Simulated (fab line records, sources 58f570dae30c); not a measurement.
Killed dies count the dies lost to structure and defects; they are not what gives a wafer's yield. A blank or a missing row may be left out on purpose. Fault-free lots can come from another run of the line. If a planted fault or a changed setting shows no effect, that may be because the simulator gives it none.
Chamber matching || flow berkeley-cmos170 || 4 sister chambers for UCB170_M2_ETCH_17 on rie-diel-02
The step etches BARC in N2/H2. 8 wafers are shown with their chamber, then 8 later ones without.

WAFERS WITH THEIR CHAMBER
{"wafer": "L699.5", "chamber": 3, "drypump-motor-current-A (A)": 5.0, "throttle-valve-pct (%)": 13.48}
{"wafer": "L709.1", "chamber": 3, "drypump-motor-current-A (A)": 5.0, "throttle-valve-pct (%)": 13.47}
{"wafer": "L709.2", "chamber": 0, "drypump-motor-current-A (A)": 4.9, "throttle-valve-pct (%)": 13.30}
{"wafer": "L709.3", "chamber": 1, "drypump-motor-current-A (A)": 5.8, "throttle-valve-pct (%)": 13.49}
{"wafer": "L715.1", "chamber": 2, "drypump-motor-current-A (A)": 5.0, "throttle-valve-pct (%)": 13.33}
{"wafer": "L715.2", "chamber": 1, "drypump-motor-current-A (A)": 5.8, "throttle-valve-pct (%)": 13.48}
{"wafer": "L715.6", "chamber": 2, "drypump-motor-current-A (A)": 5.0, "throttle-valve-pct (%)": 13.35}
{"wafer": "L716.2", "chamber": 0, "drypump-motor-current-A (A)": 5.0, "throttle-valve-pct (%)": 13.29}

WAFERS WHOSE CHAMBER IS MISSING
{"wafer": "L716.3", "drypump-motor-current-A (A)": 5.0, "throttle-valve-pct (%)": 13.47}
{"wafer": "L716.6", "drypump-motor-current-A (A)": 5.8, "throttle-valve-pct (%)": 13.49}
{"wafer": "L717.2", "drypump-motor-current-A (A)": 5.0, "throttle-valve-pct (%)": 13.46}
{"wafer": "L717.5", "drypump-motor-current-A (A)": 4.9, "throttle-valve-pct (%)": 13.30}
{"wafer": "L717.6", "drypump-motor-current-A (A)": 5.0, "throttle-valve-pct (%)": 13.47}
{"wafer": "L719.1", "drypump-motor-current-A (A)": 5.8, "throttle-valve-pct (%)": 13.50}
{"wafer": "L719.3", "drypump-motor-current-A (A)": 5.0, "throttle-valve-pct (%)": 13.34}
{"wafer": "L719.6", "drypump-motor-current-A (A)": 5.8, "throttle-valve-pct (%)": 13.48}

THE CHAMBER EACH PASSED THROUGH
{"wafer": "L716.3", "from the rows above": 3, "in truth": 3}
{"wafer": "L716.6", "from the rows above": 1, "in truth": 1}
{"wafer": "L717.2", "from the rows above": 3, "in truth": 3}
{"wafer": "L717.5", "from the rows above": 0, "in truth": 0}
{"wafer": "L717.6", "from the rows above": 3, "in truth": 3}
{"wafer": "L719.1", "from the rows above": 1, "in truth": 1}
{"wafer": "L719.3", "from the rows above": 2, "in truth": 2}
{"wafer": "L719.6", "from the rows above": 1, "in truth": 1}
Correctly placed: 8 of 8. Number that these rows cannot place: 0. Placed wrongly: 0.
How it was worked out, from the rows above alone: a wafer's distance from a chamber is the root of the sum, over the readings, of the square of ((its reading less the chamber's mean) divided by the reading's scatter). If the next closest chamber is less than 2 further off than the closest, the wafer can't be placed; otherwise it belongs to the closest. The mean given for a chamber averages the wafers shown for that chamber. The scatter: the root of (the sum of the squares of (reading less its chamber's mean) over the shown wafers, divided by (wafers less chambers)).
